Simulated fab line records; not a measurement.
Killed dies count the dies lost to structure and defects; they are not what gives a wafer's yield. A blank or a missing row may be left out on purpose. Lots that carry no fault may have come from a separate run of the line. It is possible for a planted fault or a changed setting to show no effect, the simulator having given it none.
Split-lot study + flow berkeley_cmos170 + route with 331 steps; 5 lots, 23 wafers read

== THE SPLIT ==
At UCB170_PSD_PEB_04, the setting peb_temp_c was moved away from the recipe's 130 C on 10 of the 23 wafers read, by -1.7% to +2.8%. This setting was run at the recipe's value on the other wafers.

== THE PATH FROM SPLIT TO READING: the file shows 1 step between them ==
- UCB170_PSD_DEVELOP_05: develop time 45 s

== THE READING ==
cd_nm (nm) at UCB170_PSD_CD_MEAS_06, where the cd target is 1200 nm. A value of 1200.1 nm with a standard deviation of 1.6 nm is what fault-free wafers of this fab line usually give.

| wafer  | tool, chamber at the split | peb_temp_c as run, C | against the recipe | cd_nm, nm | against lot-mates on the recipe |
|--------|----------------------------|----------------------|--------------------|-----------|---------------------------------|
| L075.1 | litho_track-04, 0          | 130                  | recipe             | 1201.9    | -                               |
| L075.2 | litho_track-04, 0          | 130                  | recipe             | 1202.4    | -                               |
| L075.3 | litho_track-04, 0          | 130                  | recipe             | 1201.7    | -                               |
| L075.4 | litho_track-04, 0          | 132.8                | +2.2%              | 1216.9    | +14.9                           |
| L075.6 | litho_track-04, 0          | 132.8                | +2.2%              | 1218.4    | +16.4                           |
| L076.2 | litho_track-02, 0          | 133.6                | +2.8%              | 1218.7    | +20.5                           |
| L076.3 | litho_track-02, 0          | 133.6                | +2.8%              | 1219.3    | +21.1                           |
| L076.4 | litho_track-02, 0          | 130                  | recipe             | 1198.1    | -                               |
| L076.5 | litho_track-02, 0          | 130                  | recipe             | 1198.2    | -                               |
| L076.6 | litho_track-02, 0          | 133.6                | +2.8%              | 1219.6    | +21.4                           |
| L078.2 | litho_track-04, 0          | 130                  | recipe             | 1201.9    | -                               |
| L078.3 | litho_track-04, 0          | 130                  | recipe             | 1203.0    | -                               |
| L078.4 | litho_track-04, 0          | 127.8                | -1.7%              | 1185.5    | -17.0                           |
| L078.5 | litho_track-04, 0          | 127.8                | -1.7%              | 1184.6    | -17.9                           |
| L078.6 | litho_track-04, 0          | 130                  | recipe             | 1202.5    | -                               |
| L081.1 | litho_track-04, 0          | 130                  | recipe             | 1199.5    | -                               |
| L081.3 | litho_track-04, 0          | 130                  | recipe             | 1199.6    | -                               |
| L081.4 | litho_track-04, 0          | 130                  | recipe             | 1197.6    | -                               |
| L084.1 | litho_track-02, 0          | 131.4                | +1.1%              | 1209.9    | +8.5                            |
| L084.2 | litho_track-02, 0          | 131.4                | +1.1%              | 1210.0    | +8.6                            |
| L084.3 | litho_track-02, 0          | 131.4                | +1.1%              | 1209.6    | +8.2                            |
| L084.5 | litho_track-02, 0          | 130                  | recipe             | 1201.0    | -                               |
| L084.6 | litho_track-02, 0          | 130                  | recipe             | 1201.8    | -                               |

FIT RESULTS
A straight line over all 23 wafers: cd_nm changes by +7.57 nm for each +1% of peb_temp_c; r = +0.98; the points scatter about the line by 1.9 nm.
The same after taking each lot's own level away (the mean of its wafers on the recipe; 23 wafers): +8.13 nm for each +1%; r = +0.99; scatter 1.3 nm.
On that fit, the largest move of peb_temp_c shifts the reading by 23 nm.
The lots' own levels span 1198.15 to 1202.47 nm, that is 2.7 times the standard deviation above.
So the lot-to-lot level changes the slope little: the two slopes agree.
Check: with one of the wafers moved furthest among these (+2.8%) left out of the fit, the line predicts +22.1 nm for it against its lot-mates. It came out at +20.5 nm against them.

== THESE WAFERS: OTHER SPLITS ==
Note: prior to the reading, these wafers also went through further splits. Each is held against what the fit with the lots' levels taken away leaves over:
| other split on the same wafers | wafers away from the commonest value | r with cd_nm (lot level and that fit taken away) |
|--------------------------------|--------------------------------------|--------------------------------------------------|
| UCB170_SPACER_CVD_00 time_s    | 7                                    | +0.00                                            |

== THE FILE'S OWN FIT ==
cd_nm changes by +8 nm for each +1% of peb_temp_c, r = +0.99.
